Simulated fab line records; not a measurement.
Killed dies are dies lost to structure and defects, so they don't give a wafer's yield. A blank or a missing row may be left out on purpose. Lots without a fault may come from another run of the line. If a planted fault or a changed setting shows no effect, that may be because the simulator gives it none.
Struck lot and sound lot, side by side + flow rit_cmos + 20 out of 202 route steps
Sound: these wafers, L642.1, L642.2, L642.6. Wafers L657.2, L657.4, L657.5 were the ones struck. The cause comes at the end.
Order at every step that has rows: each side's tool, ch and its chambers, its first start. Under that, the readings that differ: sound wafers + struck wafers + difference of the means + sigmas: that difference in standard deviations of wafers without a fault.
alike: readings whose means differ by less than 2 such deviations, and words and numbers that are the same on both sides. not compared: withheld readings, readings that some wafer has no value for, bounds like >300 that may hide the same value, and numbers for which the record gives no deviation and whose values overlap.
Wherever a step has rows on one side only, a row that says differs or no value, or a row with sigmas, the two part there. When numbers do not overlap yet have no deviation, they are printed without sigmas and do not part them. A reading that every wafer of one side lacks parts them only if that side has two wafers or more.

first, 2 steps without rows for these wafers: RIT_NWELL_HARDBAKE_07 (time 120 s); RIT_NWELL_IMPLANT_08.
RIT_NWELL_STRIP_09: strips in O2, time 180 s.
  sound on plasma_asher-01 ch 0,1, day 2 16:41; struck on plasma_asher-02 ch 0,1, day 5 21:33
  alike: drypump_motor_current_A
  not compared: rf_hours_counter_h
RIT_NWELL_TW_MEAS_10:
  sound: film_metro-02 at day 2 16:52; struck: film_metro-01 at day 5 21:44
  alike: NWELL_TW
then, 6 steps without rows for these wafers: RIT_PWELL_HMDS_00 (prime time 60 s); RIT_PWELL_COAT_01 (resist thk 1300 nm); RIT_PWELL_SOFTBAKE_02 (time 60 s); RIT_PWELL_EXPOSE_03 (exposes mask M3, target cd 43700 nm); RIT_PWELL_PEB_04; RIT_PWELL_DEVELOP_05 (develop time 68 s).
RIT_PWELL_OVL_MEAS_06:
  sound: overlay-02 at day 2 17:57; struck: overlay-02 at day 5 22:40
| reading        | sound       | struck         | difference | sigmas |
|----------------|-------------|----------------|------------|--------|
| PWELL_OVL (nm) | 1.2 1.3 0.2 | -2.7 -3.1 -2.1 | -3.5       | -3     |
then, 1 step without rows for these wafers: RIT_PWELL_HARDBAKE_07 (time 120 s).
RIT_PWELL_IMPLANT_08:
  sound on implanter-01 ch 0, day 2 18:14; struck on implanter-03 ch 0, day 5 22:59
| reading            | sound                         | struck                      | difference | sigmas |
|--------------------|-------------------------------|-----------------------------|------------|--------|
| dose_ions_cm2      | 6.992e+13 6.997e+13 6.992e+13 | 7.72e+13 7.72e+13 7.713e+13 | +7.24e+12  | +87    |
| faraday_current_uA | 220 221 223                   | 242 247 238                 | +21        | +5     |
RIT_PWELL_STRIP_09: strips in O2, time 180 s.
  sound on plasma_asher-03 ch 0,1, day 2 18:23; struck on plasma_asher-04 ch 0, day 5 23:06
  alike: drypump_motor_current_A
  not compared: rf_hours_counter_h
RIT_PWELL_TW_MEAS_10:
  sound: film_metro-02 at day 2 18:34; struck: film_metro-02 at day 5 23:17
| reading  | sound       | struck      | difference | sigmas |
|----------|-------------|-------------|------------|--------|
| PWELL_TW | 948 948 949 | 979 976 977 | +29        | +3     |
then, 1 step without rows for these wafers: RIT_WELLDRIVE_ANNEAL_00 (time 14700 s).
RIT_WELLDRIVE_RS_MEAS_01: measurement is done with a four-point probe.
  sound: film_metro-03 at day 3 00:29; struck: film_metro-03 at day 6 04:26
  alike: NWELL_RS
RIT_WELLDRIVE_RS_MEAS_02: measurement is done with a four-point probe.
  sound: film_metro-03 at day 3 00:36; struck: film_metro-03 at day 6 04:34
| reading           | sound             | struck            | difference | sigmas |
|-------------------|-------------------|-------------------|------------|--------|
| PWELL_RS (ohm/sq) | 431.0 430.0 430.6 | 404.3 405.0 405.5 | -25.6      | -21    |
then, 1 step without rows for these wafers: RIT_NRETRO_HMDS_00 (prime time 60 s).
RIT_M1_PROBE_99:
  sound: prober-02 at day 4 09:23; struck: prober-02 at day 7 12:05
| reading                             | sound             | struck            | difference | sigmas |
|-------------------------------------|-------------------|-------------------|------------|--------|
| model.etest.nmos_0p3.r_on_ohm_um    | 2123 2091 2100    | 2125 2124 2178    | +38        |        |
| model.etest.pwell_pinched.rs_ohm_sq | 453.8 455.1 457.3 | 425.8 431.8 430.2 | -26.1      |        |
| model.etest.pwell.rs_ohm_sq         | 415.9 415.5 418.8 | 385.9 386.2 386   | -30.7      |        |
  alike: killed_at_contacts, killed_at_front_end, killed_dies, killed_open, killed_short
  not compared: model.etest.nmos_narrow.drive_ua_um, model.etest.nmos_0p3.drive_ua_um, model.etest.well_edge_left.line_ohm_um, model.etest.well_edge_right.line_ohm_um, model.etest.field_n.vt_v

WHERE THEY PART
Last at RIT_WELLDRIVE_RS_MEAS_02 as far as this record goes, first at RIT_PWELL_OVL_MEAS_06. Later steps at which nothing parts them and some readings are alike: RIT_M1_PROBE_99.

WHY: whatever the simulator had introduced
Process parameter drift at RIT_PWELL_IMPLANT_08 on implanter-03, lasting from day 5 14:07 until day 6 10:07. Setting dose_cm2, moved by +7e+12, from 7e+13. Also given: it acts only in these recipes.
